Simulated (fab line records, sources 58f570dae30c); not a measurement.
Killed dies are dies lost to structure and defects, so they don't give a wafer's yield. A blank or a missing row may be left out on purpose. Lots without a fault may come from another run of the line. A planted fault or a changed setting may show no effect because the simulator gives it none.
fab line records | flow berkeley_cmos170
record lots=14 wafers=42 last_day=11
route steps=331 shown ACTIVE@76 SCREENOX@102 SPACER@171
lots that met no fault: from a run of the same line without faults
start_h: hours from the record's first day to the start of the lot's first wafer shown | wait_h: hours since the lot's step before | " the same as in the row above | L1.1+2: a row that stands for several wafers | - no value, or no start given | * or withheld: withheld | < > ~ a bound
route shown NAME@n: a module of which the file shows steps, and the number in the route of the first | usual: mean/standard deviation of fault-free wafers | same: alike in all rows | chamber/n: place in a boat | sites: the reading at each site | _std_site: their standard deviation | _edge_site: outer sites' mean less inner sites' | radius_mm: how far each site lies from the wafer's centre | mask NAME#n: copy n | behind: the tool/chamber that last shaped the wafer | hold: why the lot was held/for how many hours/how that ended | device: the transistor (n, p or np) that didn't switch | end of line: the same wafers' tests at the end of the route | a step without rows: its recipe alone | killed: dies lost to structure and defects at the first sort, not the wafer's yield | map: a wafer's dies, x killed, . not, _ none there
set.NAME: the setting as run; set.NAME@STEP: as run at that earlier step | model.NAME: the simulator's own value behind a step, which no gauge read
steps of the route over a sample of lots; a table a step, a row a wafer
services: from which hour (start_h, from the record's first day; less than 0 if before it) a tool's chamber was out of use, for how many hours, and why
## steps
# step UCB170_ACTIVE_STRIP_16
# recipe chemistry=O2 power_w=400 pressure_mtorr=3500 platen_temp_c=withheld o2_flow_sccm=400 overash_fraction=0.5
# usual drypump_motor_current_A=5.7/0.67 oes_product_au=0.721/0.0043 strip_time_to_endpoint_s=18.06/0.092
# columns lot.wafer tool chamber start_h wait_h drypump_motor_current_A oes_product_au rf_hours_counter_h strip_time_to_endpoint_s
L877.2 plasma_asher-02 0 85.29 0.1 5.4 0.730 38 18.07
L877.5 " 0 " " 5.4 0.713 - 18.12
L877.6 " 1 " " 4.8 0.722 - 18.08
L875.3 plasma_asher-04 0 85.47 0.1 6.2 0.725 - 17.88
L875.5 " 1 " " 4.9 0.729 - 18.07
L875.6 " 0 " " 6.2 0.727 - 17.84
L876.2 plasma_asher-01 1 85.75 0.1 5.8 0.710 29 18.11
L876.4 " 0 " " 6.7 0.731 - 18.04
L876.6 " 1 " " 5.8 0.717 - 18.13
L879.3 plasma_asher-01 0 101.04 0.1 6.6 0.719 - 18.18
L879.4 " 1 " " 5.8 0.719 - 18.15
L879.5 " 0 " " 6.7 0.720 - 18.17
L878.1 plasma_asher-01 0 101.50 0.1 6.6 0.722 30 18.10
L878.5 " 1 " " 5.8 0.717 - 18.06
L878.6 " 0 " " 6.7 0.719 - 18.11
L880.4 plasma_asher-01 0 112.01 0.1 6.6 0.717 - 18.12
L880.5 " 1 " " 5.9 0.727 - 17.94
L880.6 " 0 " " 6.6 0.719 - 18.11
L881.1 plasma_asher-02 0 115.36 0.1 5.4 0.717 41 18.23
L881.3 " 1 " " 4.8 0.723 - 17.97
L881.5 " 1 " " 4.8 0.719 - 18.23
L882.1 plasma_asher-04 0 124.61 0.1 6.2 0.721 39 18.09
L882.2 " 1 " " 4.9 0.719 39 18.03
L882.3 " 0 " " 6.2 0.717 - 17.98
L884.1 plasma_asher-04 0 132.03 0.1 6.2 0.731 40 17.96
L884.3 " 0 " " 6.2 0.721 - 17.98
L884.6 " 0 " " 6.2 0.723 - 17.95
L885.1 plasma_asher-02 0 141.18 0.1 5.4 0.720 43 18.02
L885.3 " 1 " " 4.8 0.720 - 18.02
L885.6 " 0 " " 5.4 0.724 - 17.89
L886.1 plasma_asher-01 0 141.42 0.1 6.7 0.719 35 18.07
L886.3 " 1 " " 5.9 0.718 - 18.18
L886.5 " 1 " " 5.8 0.724 - 18.03
L887.1 plasma_asher-01 1 149.37 0.1 5.8 0.718 36 18.14
L887.3 " 0 " " 6.7 0.722 - 18.06
L887.6 " 1 " " 5.8 0.721 - 18.04
L893.3 plasma_asher-02 0 182.09 0.1 5.4 0.715 - 18.01
L893.5 " 0 " " 5.4 0.718 - 18.15
L893.6 " 1 " " 4.8 0.712 - 18.02
L894.1 plasma_asher-04 1 182.20 0.1 4.9 0.720 44 17.89
L894.3 " 1 " " 4.9 0.726 - 17.92
L894.4 " 0 " " 6.2 0.716 - 17.95
# step UCB170_ACTIVE_CD_MEAS_90
# recipe target_cd_nm=1200
# usual cd_nm=1199.8/1.2
# columns lot.wafer tool chamber start_h wait_h cd_nm
L877.2 cd_sem-02 - 85.41 0.1 1199.5
L877.5 " - " " 1200.2
L877.6 " - " " 1201.8
L875.3 cd_sem-02 - 85.58 0.1 1199.8
L875.5 " - " " 1199.8
L875.6 " - " " 1198.6
L876.2 cd_sem-02 - 85.87 0.1 1198.4
L876.4 " - " " 1199.7
L876.6 " - " " 1199.6
L879.3 cd_sem-01 - 101.14 0.1 1201.2
L879.4 " - " " 1200.2
L879.5 " - " " 1201.1
L878.1 cd_sem-02 - 101.60 0.1 1200.0
L878.5 " - " " 1198.9
L878.6 " - " " 1199.2
L880.4 cd_sem-01 - 112.14 0.1 1200.1
L880.5 " - " " 1198.9
L880.6 " - " " 1198.6
L881.1 cd_sem-02 - 115.46 0.1 1199.3
L881.3 " - " " 1200.1
L881.5 " - " " 1199.4
L882.1 cd_sem-01 - 124.71 0.1 1201.1
L882.2 " - " " 1201.1
L882.3 " - " " 1201.9
L884.1 cd_sem-01 - 132.13 0.1 1197.4
L884.3 " - " " 1198.5
L884.6 " - " " 1198.4
L885.1 cd_sem-02 - 141.52 0.3 1198.7
L885.3 " - " " 1197.8
L885.6 " - " " 1197.6
L886.1 cd_sem-02 - 141.88 0.4 1200.6
L886.3 " - " " 1200.3
L886.5 " - " " 1199.9
L887.1 cd_sem-02 - 149.47 0.1 1199.5
L887.3 " - " " 1199.4
L887.6 " - " " 1198.9
L893.3 cd_sem-01 - 182.20 0.1 1200.8
L893.5 " - " " 1200.0
L893.6 " - " " 1199.9
L894.1 cd_sem-02 - 182.30 0.1 1200.9
L894.3 " - " " 1200.4
L894.4 " - " " 1199.1
# step UCB170_SCREENOX_THK_MEAS_02
# recipe reads=SiO2_of_SCREENOX_OXIDATION_01
# usual SCREENOX_OXIDE_THK=14.44/0.22
# columns lot.wafer tool chamber start_h wait_h SCREENOX_OXIDE_THK[nm]
L876.2 film_metro-04 - 112.82 0.0 14.39
L876.4 " - " " 14.54
L876.6 " - " " 14.50
L877.2 film_metro-02 - 112.82 0.0 14.58
L877.5 " - " " 14.36
L877.6 " - " " 14.49
L875.3 film_metro-02 - 112.89 0.1 14.19
L875.5 " - " " 13.97
L875.6 " - " " 14.25
L878.1 film_metro-02 - 124.20 0.0 14.28
L878.5 " - " " 14.17
L878.6 " - " " 14.16
L879.3 film_metro-01 - 124.22 0.0 14.61
L879.4 " - " " 14.55
L879.5 " - " " 14.34
L881.1 film_metro-02 - 141.87 0.0 14.52
L881.3 " - " " 14.60
L881.5 " - " " 14.72
L880.4 film_metro-01 - 141.90 0.0 14.25
L880.5 " - " " 14.08
L880.6 " - " " 14.10
L882.1 film_metro-02 - 149.72 0.0 14.96
L882.2 " - " " 14.87
L882.3 " - " " 14.46
L884.1 film_metro-04 - 159.30 0.0 14.45
L884.3 " - " " 14.22
L884.6 " - " " 14.27
L885.1 film_metro-04 - 167.95 0.0 14.95
L885.3 " - " " 14.66
L885.6 " - " " 14.77
L886.1 film_metro-01 - 167.95 0.0 14.90
L886.3 " - " " 14.42
L886.5 " - " " 14.76
L887.1 film_metro-01 - 172.22 0.0 14.28
L887.3 " - " " 14.39
L887.6 " - " " 14.15
L893.3 film_metro-01 - 215.12 0.0 14.16
L893.5 " - " " 14.18
L893.6 " - " " 14.30
L894.1 film_metro-02 - 215.12 0.0 14.27
L894.3 " - " " 14.36
L894.4 " - " " 14.30
# step UCB170_SPACER_CVD_00
# recipe material=SiO2 target_thk_nm=376 temp_c=390 precursor=TEOS/O2 time_s=47 rf_w=550 pressure_mtorr=9000
# usual heater_power_w=269/54 pressure_mtorr=8999/17 susceptor_temp_C=390.02/0.23
# columns lot.wafer tool chamber start_h wait_h heater_power_w pressure_mtorr since_wet_clean_h susceptor_temp_C
L876.2 pecvd-02 2 141.84 0.0 191 9022 327 389.86
L876.4 " 2 " " 201 9009 - 389.97
L876.6 " 0 " " 279 9007 - 389.94
L875.3 pecvd-03 0 142.08 0.0 263 8948 221 390.03
L875.5 " 2 " " 252 9005 - 390.10
L875.6 " 1 " " 248 8995 - 389.56
L877.2 pecvd-02 2 142.25 0.0 188 9007 328 389.79
L877.5 " 1 " " 313 8984 - 390.39
L877.6 " 2 " " 196 9013 - 389.95
L879.3 pecvd-04 1 152.47 0.0 197 9032 3 390.11
L879.4 " 0 " " 321 8984 - 389.97
L879.5 " 2 " " 221 9008 - 389.57
L878.1 pecvd-03 1 153.02 0.0 282 8978 232 390.09
L878.5 " 0 " " 274 9022 - 390.20
L878.6 " 2 " " 290 9005 - 390.17
L881.1 pecvd-04 0 169.67 0.0 375 9010 20 389.73
L881.3 " 1 " " 222 9007 20 390.64
L881.5 " 0 " " 391 8983 - 389.99
L880.4 pecvd-02 0 170.18 0.0 345 8985 - 390.18
L880.5 " 1 " " 268 9025 - 389.96
L880.6 " 2 " " 210 9000 - 389.77
L882.1 pecvd-04 1 175.18 0.0 193 8999 26 390.00
L882.2 " 0 " " 338 9000 26 390.00
L882.3 " 2 " " 246 9006 26 389.90
L884.1 pecvd-04 2 186.72 0.0 218 9006 37 390.19
L884.3 " 1 " " 264 8979 37 390.19
L884.6 " 0 " " 399 9005 - 389.79
L885.1 pecvd-02 1 192.15 0.0 283 8995 378 390.32
L885.3 " 0 " " 305 9005 378 389.67
L885.6 " 1 " " 295 8996 - 390.25
L886.1 pecvd-04 2 192.65 0.0 271 8998 43 389.74
L886.3 " 0 " " 392 9016 43 390.29
L886.5 " 2 " " 277 9010 - 389.80
L887.1 pecvd-02 1 198.36 0.0 325 9019 384 390.05
L887.3 " 0 " " 320 9003 384 390.08
L887.6 " 2 " " 209 9015 - 390.18
L894.1 pecvd-03 2 237.03 0.0 227 8993 316 390.06
L894.3 " 0 " " 264 9004 316 389.81
L894.4 " 0 " " 270 8991 - 390.42
L893.3 pecvd-02 0 237.38 0.0 332 8986 423 389.65
L893.5 " 1 " " 326 9029 - 390.05
L893.6 " 0 " " 338 9006 - 389.81
# step UCB170_SPACER_THK_MEAS_01
# recipe reads=SiO2_of_SPACER_CVD_00
# usual SPACER_TEOS_THK=377/4.8
# columns lot.wafer tool chamber start_h wait_h SPACER_TEOS_THK[nm]
L876.2 film_metro-03 - 141.89 0.0 370
L876.4 " - " " 383
L876.6 " - " " 377
L875.3 film_metro-01 - 142.14 0.0 378
L875.5 " - " " 376
L875.6 " - " " 382
L877.2 film_metro-02 - 142.30 0.0 375
L877.5 " - " " 383
L877.6 " - " " 377
L879.3 film_metro-03 - 152.54 0.0 377
L879.4 " - " " 380
L879.5 " - " " 376
L878.1 film_metro-01 - 153.06 0.0 377
L878.5 " - " " 382
L878.6 " - " " 384
L881.1 film_metro-03 - 169.72 0.0 367
L881.3 " - " " 375
L881.5 " - " " 378
L880.4 film_metro-02 - 170.23 0.0 381
L880.5 " - " " 389
L880.6 " - " " 382
L882.1 film_metro-03 - 175.22 0.0 370
L882.2 " - " " 369
L882.3 " - " " 370
L884.1 film_metro-03 - 186.76 0.0 349
L884.3 " - " " 373
L884.6 " - " " 379
L885.1 film_metro-03 - 192.20 0.0 374
L885.3 " - " " 373
L885.6 " - " " 386
L886.1 film_metro-01 - 192.69 0.0 349
L886.3 " - " " 375
L886.5 " - " " 356
L887.1 film_metro-03 - 198.41 0.0 385
L887.3 " - " " 373
L887.6 " - " " 378
L894.1 film_metro-01 - 237.07 0.0 367
L894.3 " - " " 375
L894.4 " - " " 381
L893.3 film_metro-02 - 237.44 0.0 371
L893.5 " - " " 383
L893.6 " - " " 379
# step UCB170_SPACER_ETCHBACK_03
# recipe stop_on=Si target=SiO2 chemistry=CHF3/CF4/Ar CHF3_flow_sccm=50 cf4_flow_sccm=10 Ar_flow_sccm=120 pressure_mtorr=200 rf_w=500 target_depth_a=3760 time_s=100
# usual drypump_motor_current_A=5.3/0.41 oes_product_au=0.906/0.013 throttle_valve_pct=6.47/0.11
# columns lot.wafer tool chamber start_h wait_h drypump_motor_current_A oes_product_au rf_hours_counter_h throttle_valve_pct
L875.3 rie_diel-02 2 147.00 0.0 6.0 0.902 17 6.43
L875.5 " 1 " " 5.6 0.903 - 6.57
L875.6 " 2 " " 6.0 0.901 - 6.42
L876.2 rie_diel-01 1 147.00 0.0 5.2 0.896 18 6.56
L876.4 " 2 " " 4.7 0.898 18 6.43
L876.6 " 3 " " 4.9 0.905 - 6.35
L877.2 rie_diel-03 2 147.00 0.0 6.0 0.897 34 6.34
L877.5 " 1 " " 5.0 0.918 - 6.55
L877.6 " 0 " " 5.8 0.926 - 6.46
L878.1 rie_diel-01 0 155.63 0.0 5.4 0.911 12 6.65
L878.5 " 2 " " 4.7 0.905 - 6.45
L878.6 " 1 " " 5.3 0.915 - 6.58
L879.3 rie_diel-03 1 155.63 0.0 5.0 0.900 74 6.55
L879.4 " 2 " " 6.0 0.911 34 6.34
L879.5 " 2 " " 6.0 0.894 - 6.35
L880.4 rie_diel-01 1 174.57 0.0 5.2 0.910 20 6.57
L880.5 " 2 " " 4.7 0.907 - 6.45
L880.6 " 1 " " 5.2 0.917 - 6.58
L881.1 rie_diel-03 3 174.57 0.0 5.7 0.897 37 6.34
L881.3 " 1 " " 5.0 0.907 75 6.54
L881.5 " 2 " " 6.0 0.906 - 6.33
L882.1 rie_diel-01 0 179.93 0.0 5.4 0.907 13 6.62
L882.2 " 2 " " 4.7 0.883 20 6.43
L882.3 " 3 " " 4.9 0.888 69 6.34
L884.1 rie_diel-01 2 192.78 0.0 4.7 0.830 21 6.44
L884.3 " 1 " " 5.3 0.900 21 6.59
L884.6 " 0 " " 5.4 0.924 - 6.63
L885.1 rie_diel-03 3 198.63 0.0 5.6 0.903 38 6.34
L885.3 " 0 " " 5.8 0.925 81 6.45
L885.6 " 0 " " 5.8 0.944 - 6.43
L886.1 rie_diel-01 0 198.63 0.0 5.4 0.875 14 6.63
L886.3 " 3 " " 4.9 0.892 70 6.36
L886.5 " 3 " " 5.0 0.862 - 6.36
L887.1 rie_diel-03 1 202.91 0.0 5.0 0.919 76 6.55
L887.3 " 3 " " 5.7 0.903 38 6.36
L887.6 " 3 " " 5.7 0.924 - 6.34
L893.3 rie_diel-02 2 240.43 0.0 6.0 0.886 22 6.44
L893.5 " 0 " " 5.1 0.885 - 6.62
L893.6 " 1 " " 5.6 0.900 - 6.58
L894.1 rie_diel-03 3 240.43 0.0 5.6 0.892 40 6.34
L894.3 " 0 " " 5.8 0.916 83 6.44
L894.4 " 2 " " 6.0 0.910 37 6.34
## services
# columns tool chamber start_h hours kind
plasma_asher-04 - 61.86 3.4 repair
pecvd-03 - 62.08 1.8 repair
pecvd-03 2 64.49 6.4 repair
pecvd-02 - 79.43 2.8 pm
pecvd-04 - 90.57 5.5 pm
pecvd-02 2 113.41 5.6 repair
plasma_asher-04 - 113.78 0.6 repair
pecvd-03 0 114.52 3.4 repair
pecvd-04 - 135.50 14.0 pm
pecvd-04 0 135.50 14.0 vent_cycle
pecvd-04 1 135.50 14.0 vent_cycle
pecvd-04 2 135.50 14.0 vent_cycle
pecvd-02 2 145.56 4.2 repair
rie_diel-01 - 170.48 0.4 repair
rie_diel-02 3 170.53 3.1 repair
plasma_asher-04 - 171.55 7.5 repair
plasma_asher-04 - 174.15 1.8 repair
pecvd-02 - 193.12 0.3 repair
pecvd-03 0 198.97 29.8 repair
rie_diel-03 - 213.80 1.6 repair
rie_diel-02 - 216.74 2.8 pm
rie_diel-03 2 223.10 14.8 repair
plasma_asher-01 - 223.40 2.8 pm
rie_diel-02 3 233.47 3.3 repair
## key
first_sign step=UCB170_SPACER_THK_MEAS_01 reading=SPACER_TEOS_THK direction=down sigmas=5.5 usual=377 struck=351
effect step=UCB170_SPACER_ETCHBACK_03 reading=oes_product_au direction=down sigmas=3.8 usual=0.906 struck=0.856
met_at UCB170_SPACER_CVD_00
struck_lots L884,L886
struck_wafers L884.1,L886.1,L886.5
tester_left_out L884,L886
not_acting_at UCB170_ACTIVE_STRIP_16,UCB170_ACTIVE_CD_MEAS_90,UCB170_SCREENOX_THK_MEAS_02
onset_between 175.18 186.72
fault kind=process_parameter_drift tool=pecvd-04 chamber=2 onset_h=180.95 steps=UCB170_SPACER_CVD_00 channel=target_thk_nm offset=-22.56 shape=step end_h=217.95 acts_in=these_recipes_only stated=376
# tester_left_out: of these lots the tester's yield and bins aren't shown, on N5 and GAA mostly nor the transistor test; their killed dies are dies lost to structure and defects alone, not to doping, threshold or leakage, so they don't give the yield
